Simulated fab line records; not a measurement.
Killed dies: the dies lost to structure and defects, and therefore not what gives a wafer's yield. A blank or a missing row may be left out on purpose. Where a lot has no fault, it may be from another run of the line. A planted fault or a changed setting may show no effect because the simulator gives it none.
Check for tools in common ; flow berkeley_cmos170 ; Lots sampled 14, wafers sampled 42

## THE REASON FOR OPENING IT
At UCB170_SDANNEAL_RS_MEAS_03 the reading NSD_RS is flagged on 2 of 14 lots. No-fault wafers: 37.26 ohm/sq, standard deviation 0.084.
Rule: flag the lot when none of its wafers has a number, or when each of its wafers that has one lies beyond 4 standard deviations from that mean. All remaining lots are regarded as sound.

lot;measured;on;NSD_RS (ohm/sq), wafer by wafer;flag
L359;day 8 19:58;film_metro-03;37.13 37.13 37.13;
L358;day 8 21:29;film_metro-03;37.27 37.27 37.42;
L361;day 8 21:49;film_metro-04;37.27 37.29 37.23;
L362;day 8 21:56;film_metro-03;37.34 37.28 37.30;
L365;day 9 10:18;film_metro-03;37.27 37.32 37.32;
L368;day 9 16:20;film_metro-03;35.64 35.67 35.60;FLAGGED
L370;day 10 07:31;film_metro-03;37.26 37.28 37.26;
L371;day 10 07:38;film_metro-01;35.47 35.62 35.57;FLAGGED
L375;day 11 13:59;film_metro-04;37.27 37.21 37.24;
L378;day 11 14:01;film_metro-01;37.08 37.10 36.98;
L376;day 11 14:31;film_metro-01;37.16 37.13 37.17;
L377;day 11 14:54;film_metro-04;37.33 37.21 37.33;
L381;day 12 15:57;film_metro-04;37.29 37.26 37.30;
L379;day 12 16:08;film_metro-03;37.39 37.33 37.37;
Average over the flagged lots: 35.59 ohm/sq; offset from the usual -1.66 ohm/sq, equal to -20 standard deviations.

## WHICH TOOL EACH LOT WENT THROUGH
The record holds 2 process steps before the reading, out of a route of 331 steps. Every cell lists first the tool, next ch and the chambers used by the sampled wafers, and last the start.
lot;flag;UCB170_NSD_IMPLANT_08;UCB170_NSD_STRIP_09
L359;;implanter-04 ch 0, day 8 17:23;plasma_asher-03 ch 0,1, day 8 17:32
L358;;implanter-01 ch 0, day 8 19:37;plasma_asher-01 ch 0,1, day 8 19:44
L361;;implanter-03 ch 0, day 8 19:46;plasma_asher-03 ch 0,1, day 8 19:55
L362;;implanter-04 ch 0, day 8 20:07;plasma_asher-01 ch 0,1, day 8 20:16
L365;;implanter-01 ch 0, day 9 06:04;plasma_asher-04 ch 0,1, day 9 06:13
L368;FLAGGED;implanter-01 ch 0, day 9 13:52;plasma_asher-04 ch 0,1, day 9 14:01
L370;;implanter-03 ch 0, day 10 04:21;plasma_asher-01 ch 0,1, day 10 04:29
L371;FLAGGED;implanter-01 ch 0, day 10 04:44;plasma_asher-04 ch 0,1, day 10 04:53
L375;;implanter-03 ch 0, day 11 12:19;plasma_asher-04 ch 0,1, day 11 12:28
L378;;implanter-04 ch 0, day 11 12:31;plasma_asher-03 ch 0,1, day 11 12:39
L376;;implanter-04 ch 0, day 11 12:49;plasma_asher-04 ch 0,1, day 11 12:58
L377;;implanter-03 ch 0, day 11 13:04;plasma_asher-01 ch 0, day 11 13:13
L381;;implanter-01 ch 0, day 12 14:11;plasma_asher-01 ch 0,1, day 12 14:19
L379;;implanter-04 ch 0, day 12 14:26;plasma_asher-03 ch 0,1, day 12 14:35
What the steps here do:
- UCB170_NSD_IMPLANT_08
- UCB170_NSD_STRIP_09: strips in O2.
- UCB170_SDANNEAL_RS_MEAS_03: measures by four-point-probe.

## FLAGGED OVER TOTAL, TOOL BY TOOL (the gauges that took the reading come last)
step;tool;lots run;flagged;share of the flagged lots;sound lots run after its first flagged lot
UCB170_NSD_IMPLANT_08;implanter-01;5;2;all;1 (L381)
UCB170_NSD_IMPLANT_08;implanter-03;4;0;none;-
UCB170_NSD_IMPLANT_08;implanter-04;5;0;none;-
UCB170_NSD_STRIP_09;plasma_asher-01;5;0;none;-
UCB170_NSD_STRIP_09;plasma_asher-03;4;0;none;-
UCB170_NSD_STRIP_09;plasma_asher-04;5;2;all;2 (L375,L376)
UCB170_SDANNEAL_RS_MEAS_03;film_metro-01;3;1;some;2 (L378,L376)
UCB170_SDANNEAL_RS_MEAS_03;film_metro-03;7;1;some;2 (L370,L379)
UCB170_SDANNEAL_RS_MEAS_03;film_metro-04;4;0;none;-

## WHAT THE TABLE PERMITS
implanter-01 at UCB170_NSD_IMPLANT_08 and plasma_asher-04 at UCB170_NSD_STRIP_09 are the 2 rows of the table that ran each flagged lot.
- implanter-01 at UCB170_NSD_IMPLANT_08 ran 5 lots, 2 of them flagged. After the first flagged lot (L381), sound lots still ran on it; a lasting fault on the whole tool would not permit that. Its own readings lie more than 4 standard deviations out on every wafer of the flagged lots: dose_ions_cm2, faraday_current_uA.
- plasma_asher-04 at UCB170_NSD_STRIP_09 ran 5 lots, 2 of them flagged. After the first flagged lot (L375, L376), sound lots still ran on it; a lasting fault on the whole tool would not permit that. Its own readings lie more than 4 standard deviations out on every wafer of the flagged lots: strip_time_to_endpoint_s.
Every row of the table either missed a flagged lot or ran a sound lot after the first.

## WHAT THE SIMULATOR HAD INSERTED
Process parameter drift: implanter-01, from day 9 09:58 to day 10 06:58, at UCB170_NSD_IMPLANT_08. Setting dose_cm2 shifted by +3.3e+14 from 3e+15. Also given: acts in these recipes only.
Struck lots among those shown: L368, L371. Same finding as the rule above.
